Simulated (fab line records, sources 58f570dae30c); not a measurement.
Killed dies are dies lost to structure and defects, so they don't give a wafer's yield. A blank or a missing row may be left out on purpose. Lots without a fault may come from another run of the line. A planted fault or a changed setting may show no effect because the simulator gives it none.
Split-lot experiment | flow berkeley_cmos170 | 5 lots, 23 wafers read, on a route of 331 steps

THE SPLIT
At UCB170_M2_COAT_10 (resist thk 900 nm), the setting spin_rpm was moved away from the recipe's 1500 rpm on 8 of the 23 wafers read, by -6.0% to -2.1%. The other wafers ran this setting at the recipe's value.

The reading is taken at the split's own step.

THE READING
KrF_of_M2_COAT_10.thk_nm (the simulator's own value, which no gauge read), in nm, at UCB170_M2_COAT_10 (resist thk 900 nm). The file gives no usual value for it. The 15 wafers here that ran the recipe average 901.0 nm, standard deviation 2.1 nm.

wafer  | tool, chamber at the split | spin_rpm as run, rpm | against the recipe | KrF_of_M2_COAT_10.thk_nm, nm | against lot-mates on the recipe
L075.1 | litho_track-04, 0          | 1421                 | -5.3%              | 926                          | +22.9
L075.2 | litho_track-04, 0          | 1421                 | -5.3%              | 931.4                        | +28.3
L075.4 | litho_track-04, 0          | 1500                 | recipe             | 903.4                        | -
L075.5 | litho_track-04, 0          | 1500                 | recipe             | 902.8                        | -
L075.6 | litho_track-04, 0          | 1421                 | -5.3%              | 925.7                        | +22.6
L076.1 | litho_track-04, 0          | 1500                 | recipe             | 898.8                        | -
L076.2 | litho_track-04, 0          | 1500                 | recipe             | 898.5                        | -
L076.3 | litho_track-04, 0          | 1410                 | -6.0%              | 926.8                        | +28.5
L076.4 | litho_track-04, 0          | 1500                 | recipe             | 897.7                        | -
L076.5 | litho_track-04, 0          | 1410                 | -6.0%              | 924.6                        | +26.3
L079.1 | litho_track-04, 0          | 1500                 | recipe             | 903.4                        | -
L079.3 | litho_track-04, 0          | 1500                 | recipe             | 904.7                        | -
L079.4 | litho_track-04, 0          | 1500                 | recipe             | 900.2                        | -
L079.5 | litho_track-04, 0          | 1500                 | recipe             | 902                          | -
L079.6 | litho_track-04, 0          | 1500                 | recipe             | 899.8                        | -
L080.1 | litho_track-04, 0          | 1468                 | -2.1%              | 909.3                        | +8.3
L080.3 | litho_track-04, 0          | 1468                 | -2.1%              | 906.7                        | +5.7
L080.4 | litho_track-04, 0          | 1500                 | recipe             | 899.4                        | -
L080.5 | litho_track-04, 0          | 1500                 | recipe             | 902.6                        | -
L080.6 | litho_track-04, 0          | 1468                 | -2.1%              | 906.5                        | +5.5
L084.1 | litho_track-03, 0          | 1500                 | recipe             | 899.7                        | -
L084.2 | litho_track-03, 0          | 1500                 | recipe             | 902.4                        | -
L084.3 | litho_track-03, 0          | 1500                 | recipe             | 899.9                        | -

THE FIT
A straight line over all 23 wafers: KrF_of_M2_COAT_10.thk_nm changes by -4.56 nm for each +1% of spin_rpm; r = -0.97; the points scatter about the line by 2.7 nm.
The same after taking each lot's own level away (the mean of its wafers on the recipe; 23 wafers): -4.56 nm for each +1%; r = -0.98; scatter 2 nm.
On that fit, the largest move of spin_rpm shifts the reading by 27 nm.
The lots' own levels span 898.33 to 903.10 nm, that is 2.3 times the standard deviation above.
So the lot-to-lot level changes the slope little: the two slopes agree.
Check: with one of the wafers moved furthest among these (-6.0%) left out of the fit, the line predicts +26.6 nm for it against its lot-mates. It came out at +28.5 nm against them.

OTHER SPLITS ON THESE WAFERS
These wafers also went through other splits before the reading. Each is held against what the fit with the lots' levels taken away leaves over:
other split on the same wafers                 | wafers away from the commonest value | r with KrF_of_M2_COAT_10.thk_nm (lot level and that fit taken away)
UCB170_BACKSIDE_HMDS_00 prime_time_s           | 5                                    | -0.28
UCB170_SILICIDE_SPUTTER_01 chamber_pressure_pa | 18                                   | -0.22
UCB170_CONTACT_COAT_04 resist_thk_nm           | 11                                   | +0.05
UCB170_M1_SPUTTER_00 power_w                   | 10                                   | +0.45
UCB170_M1_METAL_ETCH_12 icp_w                  | 5                                    | -0.03
UCB170_V1_PEB_10 peb_temp_c                    | 5                                    | +0.49
UCB170_V1_ETCH_14 time_s                       | 11                                   | -0.08

THE FILE'S OWN FIT
KrF_of_M2_COAT_10.thk_nm changes by -4.51 nm for each +1% of spin_rpm, r = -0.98.
